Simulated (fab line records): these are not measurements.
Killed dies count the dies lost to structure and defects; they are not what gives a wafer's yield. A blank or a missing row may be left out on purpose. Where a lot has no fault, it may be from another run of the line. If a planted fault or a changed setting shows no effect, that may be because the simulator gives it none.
Comparing a struck lot with a sound one    flow ritCmos    41 steps out of a route of 202
Sound: these wafers, L564.2, L564.3, L564.6. The struck wafers were L573.1, L573.2, L573.4. At the end, the cause is stated.
At each step with rows: each side's tool, then ch and its chambers, then its first start. Under that, the readings that differ: sound wafers    struck wafers    difference of the means    sigmas: that difference in standard deviations of wafers without a fault.
alike: readings with means less than 2 such deviations apart, plus words and numbers identical on both sides. not compared: withheld readings, readings lacking a value on some wafer, bounds such as >300 that could conceal the same value, and numbers that have no deviation in the record and whose values overlap.
The two part at a step that has a row with sigmas, a row that says differs or no value, or rows on one side only. When numbers do not overlap yet have no deviation, they are printed without sigmas and do not part them. Lack of a reading on every wafer of one side parts them only where that side has two or more wafers.

RIT_SDANNEAL_RTA_03: time 5 s.
  sound on rtpAnneal-01 ch 0, day 4 10:30; struck on rtpAnneal-02 ch 0, day 6 14:31
  alike: rampUpCPerS, wafer_temp_C_max
RIT_SDANNEAL_RS_MEAS_04: measurement is done with a four-point probe.
  sound on filmMetro-03 at day 4 10:34; struck on filmMetro-01 at day 6 14:34
reading          sound              struck             difference  sigmas
PSD_RS (ohm/sq)  115.6 115.5 115.2  115.9 116.2 116.5  +0.8        +2
RIT_SDANNEAL_RS_MEAS_05: measurement is done with a four-point probe.
  sound on filmMetro-03 at day 4 10:41; struck on filmMetro-01 at day 6 14:41
  alike: NSD_RS
RIT_SDANNEAL_RS_MEAS_06: measurement is done with a four-point probe.
  sound on filmMetro-03 at day 4 10:48; struck on filmMetro-01 at day 6 14:49
  alike: PLDD_RS
RIT_SDANNEAL_RS_MEAS_07: measurement is done with a four-point probe.
  sound on filmMetro-03 at day 4 10:55; struck on filmMetro-01 at day 6 14:56
  alike: NLDD_RS
then, 1 step without rows for these wafers: RIT_SILICIDE_WET_ETCH_00 (etches SiO2 in BOE, target depth 14 nm, time 15 s).
RIT_SILICIDE_SPUTTER_01: material Ti, target thk 30 nm, time 240 s.
  sound on pvdSputter-01 at day 4 11:02; struck on pvdSputter-02 at day 6 15:04
  alike: throttleValvePct
RIT_SILICIDE_RS_MEAS_02: measurement is done with a four-point probe.
  sound on filmMetro-03 at day 4 11:13; struck on filmMetro-04 at day 6 15:13
  alike: SILICIDE_TI_RS
RIT_SILICIDE_THK_MEAS_03: measures by xrf.
  sound on filmMetro-03 at day 4 11:19; struck on filmMetro-04 at day 6 15:20
  alike: SILICIDE_TI_THK
RIT_SILICIDE_RTA_04: time 10 s, ramp up 5 s, ramp down 5 s.
  sound on rtpAnneal-02 ch 0, day 4 11:23; struck on rtpAnneal-01 ch 0, day 6 15:24
  alike: wafer_temp_C_max
then, 1 step without rows for these wafers: RIT_SILICIDE_WET_ETCH_05 (etches Ti in SPM, time 120 s).
RIT_SILICIDE_RTA_06: time 10 s, ramp up 5 s, ramp down 10 s.
  sound on rtpAnneal-01 ch 0, day 4 11:29; struck on rtpAnneal-02 ch 0, day 6 15:30
  alike: wafer_temp_C_max
RIT_CONTACT_CVD_00: deposits SiO2 from TEOS, target thk 400 nm, time 61 s.
  sound on pecvd-03 ch 0,1,2, day 4 11:32; struck on pecvd-03 ch 1,2, day 6 15:34
reading                                  sound              struck           difference  sigmas
model.SiO2_of_CONTACT_CVD_00.thkNm (nm)  387.7 391.2 399.1  450.1 457 456.3  +61.8       
  alike: heaterPowerW
RIT_CONTACT_THK_MEAS_01:
  sound on filmMetro-04 at day 4 11:36; struck on filmMetro-02 at day 6 15:51
reading                sound        struck       difference  sigmas
CONTACT_TEOS_THK (nm)  388 391 400  450 457 456  +61         +12
  not compared: hold
then, 5 steps without rows for these wafers: RIT_CONTACT_COAT_03 (resist thk 1000 nm); RIT_CONTACT_SOFTBAKE_04 (time 60 s); RIT_CONTACT_EXPOSE_05 (exposes mask M11, target cd 1000 nm); RIT_CONTACT_PEB_06; RIT_CONTACT_DEVELOP_07 (develop time 120 s).
RIT_CONTACT_CD_MEAS_08 targets a cd of 1000 nm.
  sound on cdSem-02 at day 4 12:38; struck on cdSem-01 at day 6 20:07
  alike: cdNm
RIT_CONTACT_OVL_MEAS_09:
  sound on overlay-02 at day 4 12:44; struck on overlay-02 at day 6 20:14
  alike: CONTACT_OVL
then, 1 step without rows for these wafers: RIT_CONTACT_HARDBAKE_10 (time 60 s).
RIT_CONTACT_ETCH_11: etches SiO2 in CHF3/CF4/Ar, stops on TiSi2, target depth 480 nm, time 320 s.
  sound on rieDiel-03 ch 0,1, day 4 12:55; struck on rieDiel-01 ch 0,2,3, day 6 20:26
reading                            sound              struck           difference  sigmas
model.etch.depthNm (nm)            387.7 391.2 399.1  450.1 457 456.3  +61.8       
model.CONTACT.featureDepthNm (nm)  387.7 391.2 399.1  450.1 457 456.3  +61.8       
  alike: drypumpMotorCurrentA, oesProductAu, throttleValvePct
  not compared: rfHoursCounterH
then, 1 step without rows for these wafers: RIT_CONTACT_STRIP_12 (strips in O2, time 180 s).
RIT_CONTACT_CD_MEAS_90 targets a cd of 1000 nm.
  sound on cdSem-01 at day 4 13:19; struck on cdSem-02 at day 6 20:48
  alike: cdNm
then, 2 steps without rows for these wafers: RIT_CONTACT_CLEAN_13 (cleans in SC1, time 600 s); RIT_CONTACT_CLEAN_14 (cleans in SC2, time 600 s).
RIT_M1_SPUTTER_00: material Al, target thk 400 nm, time 508 s.
  sound on pvdSputter-04 at day 4 13:46; struck on pvdSputter-03 at day 6 21:17
  alike: throttleValvePct
RIT_M1_RS_MEAS_01: measurement is done with a four-point probe.
  sound on filmMetro-03 at day 4 14:05; struck on filmMetro-01 at day 6 21:35
  alike: M1_AL_RS
RIT_M1_THK_MEAS_02: measures by xrf.
  sound on filmMetro-03 at day 4 14:11; struck on filmMetro-01 at day 6 21:42
  alike: M1_AL_THK
then, 6 steps without rows for these wafers: RIT_M1_HMDS_03 (prime time 60 s); RIT_M1_COAT_04 (resist thk 1300 nm); RIT_M1_SOFTBAKE_05 (time 60 s); RIT_M1_EXPOSE_06 (exposes mask M12, target cd 2600 nm); RIT_M1_PEB_07; RIT_M1_DEVELOP_08 (develop time 68 s).
RIT_M1_CD_MEAS_09 targets a cd of 2600 nm.
  sound on cdSem-01 at day 4 15:16; struck on cdSem-02 at day 6 22:42
reading    sound                 struck                difference  sigmas
cdNm (nm)  2602.3 2602.4 2601.1  2596.7 2598.3 2597.2  -4.5        -2
RIT_M1_OVL_MEAS_10:
  sound on overlay-01 at day 4 15:22; struck on overlay-02 at day 6 22:49
reading      sound        struck          difference  sigmas
M1_OVL (nm)  0.9 1.0 2.9  -1.9 -2.1 -1.6  -3.5        -2
then, 1 step without rows for these wafers: RIT_M1_HARDBAKE_11 (time 120 s).
RIT_M1_METAL_ETCH_12: etches Al in Cl2/BCl3, stops on SiO2, time 165 s, target depth 600 nm.
  sound on rieMetal-02 ch 0,1, day 4 15:39; struck on rieMetal-02 ch 0,1, day 6 23:07
reading                                  sound              struck             difference  sigmas
model.SiO2_of_CONTACT_CVD_00.thkNm (nm)  350.9 352.9 360.7  414.5 419.5 420.5  +63.3       
  alike: drypumpMotorCurrentA, oesProductAu, throttleValvePct
  not compared: rfHoursCounterH
then, 1 step without rows for these wafers: RIT_M1_STRIP_13 (strips in nmp, time 600 s).

WHERE THEY PART
First at RIT_SDANNEAL_RS_MEAS_04; last, within this record, at RIT_M1_OVL_MEAS_10. Later steps at which nothing parts them and some readings are alike: RIT_M1_METAL_ETCH_12.

WHY: the cause the simulator had injected
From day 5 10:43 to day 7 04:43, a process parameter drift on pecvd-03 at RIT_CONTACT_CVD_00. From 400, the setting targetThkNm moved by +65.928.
